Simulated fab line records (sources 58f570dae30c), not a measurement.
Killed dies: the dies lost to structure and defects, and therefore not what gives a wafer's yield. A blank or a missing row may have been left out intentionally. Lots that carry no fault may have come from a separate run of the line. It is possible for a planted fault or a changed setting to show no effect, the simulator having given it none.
Chamber matching / flow berkeley cmos170 / 4 sister chambers for UCB170_V2_CMP_02 on cmp-01
The step polishes SiO2. 8 wafers are shown with their chamber, then 7 later ones without.

## EACH WAFER AND ITS CHAMBER
wafer=L333.3; chamber=0; motor current A (A)=15.0; slurry filter dp kPa (kPa)=13.52
wafer=L335.5; chamber=2; motor current A (A)=16.9; slurry filter dp kPa (kPa)=13.59
wafer=L336.3; chamber=0; motor current A (A)=14.7; slurry filter dp kPa (kPa)=13.62
wafer=L336.4; chamber=2; motor current A (A)=15.9; slurry filter dp kPa (kPa)=13.34
wafer=L338.2; chamber=1; motor current A (A)=13.8; slurry filter dp kPa (kPa)=13.57
wafer=L338.5; chamber=3; motor current A (A)=12.4; slurry filter dp kPa (kPa)=13.30
wafer=L343.1; chamber=3; motor current A (A)=12.8; slurry filter dp kPa (kPa)=13.39
wafer=L343.2; chamber=1; motor current A (A)=12.6; slurry filter dp kPa (kPa)=13.61

## WAFERS MISSING THEIR CHAMBER
wafer=L343.5; motor current A (A)=13.4; slurry filter dp kPa (kPa)=13.74
wafer=L347.3; motor current A (A)=11.5; slurry filter dp kPa (kPa)=13.39
wafer=L347.5; motor current A (A)=14.9; slurry filter dp kPa (kPa)=13.61
wafer=L347.6; motor current A (A)=14.4; slurry filter dp kPa (kPa)=13.46
wafer=L351.2; motor current A (A)=12.2; slurry filter dp kPa (kPa)=13.45
wafer=L351.4; motor current A (A)=13.7; slurry filter dp kPa (kPa)=13.58
wafer=L351.6; motor current A (A)=16.1; slurry filter dp kPa (kPa)=13.51

## WHICH CHAMBER EACH WENT THROUGH
wafer=L343.5; from the rows above=can't be placed: 1 or 0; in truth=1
wafer=L347.3; from the rows above=can't be placed: 3 or 1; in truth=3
wafer=L347.5; from the rows above=0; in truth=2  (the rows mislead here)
wafer=L347.6; from the rows above=can't be placed: 0 or 1 or 3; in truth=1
wafer=L351.2; from the rows above=can't be placed: 3 or 1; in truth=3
wafer=L351.4; from the rows above=can't be placed: 1 or 0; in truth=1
wafer=L351.6; from the rows above=can't be placed: 2 or 0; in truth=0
Placed correctly: 0 of 7. From these rows, 6 cannot be placed; in 6 the true chamber is one of the candidates. 1 placed wrongly.
How it was worked out, from the rows above alone: a wafer's distance from a chamber is the root of the sum, over the readings, of the square of ((its reading less the chamber's mean) divided by the reading's scatter). If the next closest chamber is less than 2 further off than the closest, the wafer can't be placed; otherwise it belongs to the closest. For every chamber, the mean is computed from those of its wafers that are shown. The scatter: the root of (the sum of the squares of (reading less its chamber's mean) over the shown wafers, divided by (wafers less chambers)).
